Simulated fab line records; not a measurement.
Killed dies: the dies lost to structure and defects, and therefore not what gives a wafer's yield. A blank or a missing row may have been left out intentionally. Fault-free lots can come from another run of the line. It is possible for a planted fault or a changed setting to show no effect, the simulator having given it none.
A single fault, viewed from 2 desks -- flow berkeley_cmos170 -- every desk sees just its own numbers, and what lay behind them comes last

## DESK OF THE TOOL OWNER: implanter-04
For each lot that ran on this tool, the mean over its sampled wafers that have a number, from the tool's own readings at UCB170_PSD_IMPLANT_08. The brackets show how far a lot's mean lies from the usual mean; more than 4 standard deviations puts the lot out of limits, marked OUT.
Columns: A = beam_energy_keV at UCB170_PSD_IMPLANT_08, usual 19.999; B = tilt_deg at UCB170_PSD_IMPLANT_08, usual 6.999 degrees
lot,first seen here,A,B
L837,day 6 12:37,20.005,6.996
L852,day 9 13:41,19.994,10.700 (+99 or more) OUT
L855,day 10 00:16,19.994,10.684 (+99 or more) OUT
This desk's finding: out of limits on L852, L855; first on L852, day 9 13:41 (tilt_deg at UCB170_PSD_IMPLANT_08). L837 stayed within limits.

## FROM THE METROLOGY DESK
What the gauges read for every lot (on any tool): the sampled wafers with a number, averaged. The brackets show how far a lot's mean lies from the usual mean; more than 4 standard deviations puts the lot out of limits, marked OUT.
Columns: A = PWELL_OVL at UCB170_PWELL_OVL_MEAS_13, usual -2 nm; B = PSD_RS at UCB170_SDANNEAL_RS_MEAS_02, usual 75.6 ohm/sq; C = SILICIDE_TI_THK at UCB170_SILICIDE_THK_MEAS_03, usual 30.2 nm
lot,first seen here,A,B,C
L837,day 2 23:21,-8,75.7,30.7
L841,day 4 00:44,-2,75.5,30.2
L844,day 4 06:29,-2,75.6,30.4
L843,day 4 06:44,5,74.9,30.1
L845,day 4 22:40,2,75.4,30.7
L846,day 5 08:59,2,75.8,30.4
L852,day 6 04:43,-6,-,30.6
L851,day 6 04:47,-1,75.1,29.7
L855,day 6 17:56,-2,-,30.3
L857,day 7 01:58,1,75.3,30.1
L856,day 7 01:59,-2,75.7,30.2
L858,day 7 09:11,3,75.5,30.5
L859,day 7 14:32,-9,75.7,30.1
L860,day 7 18:13,-5,75.8,30.4
This desk's verdict: no lot among the 14 shows anything out of limits.

## PUT TOGETHER
The tool owner's desk had the chance to raise an alarm at day 9 13:41 on L852, L855.
From the metrology desk's view, nothing was out of limits.
The metrology desk holds a record of L852, L855, inside its limits.
Of the lots named, all ran UCB170_PSD_IMPLANT_08 on implanter-04.

## WHAT THE SIMULATOR HAD INSERTED
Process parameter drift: implanter-04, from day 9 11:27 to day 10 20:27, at UCB170_PSD_IMPLANT_08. Setting tilt_deg shifted by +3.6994 from 7. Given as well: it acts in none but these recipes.
Lots struck among those shown: L852, L855.
Time in hours from fault onset to the first out-of-limits reading at each desk: the tool owner's desk, 2.
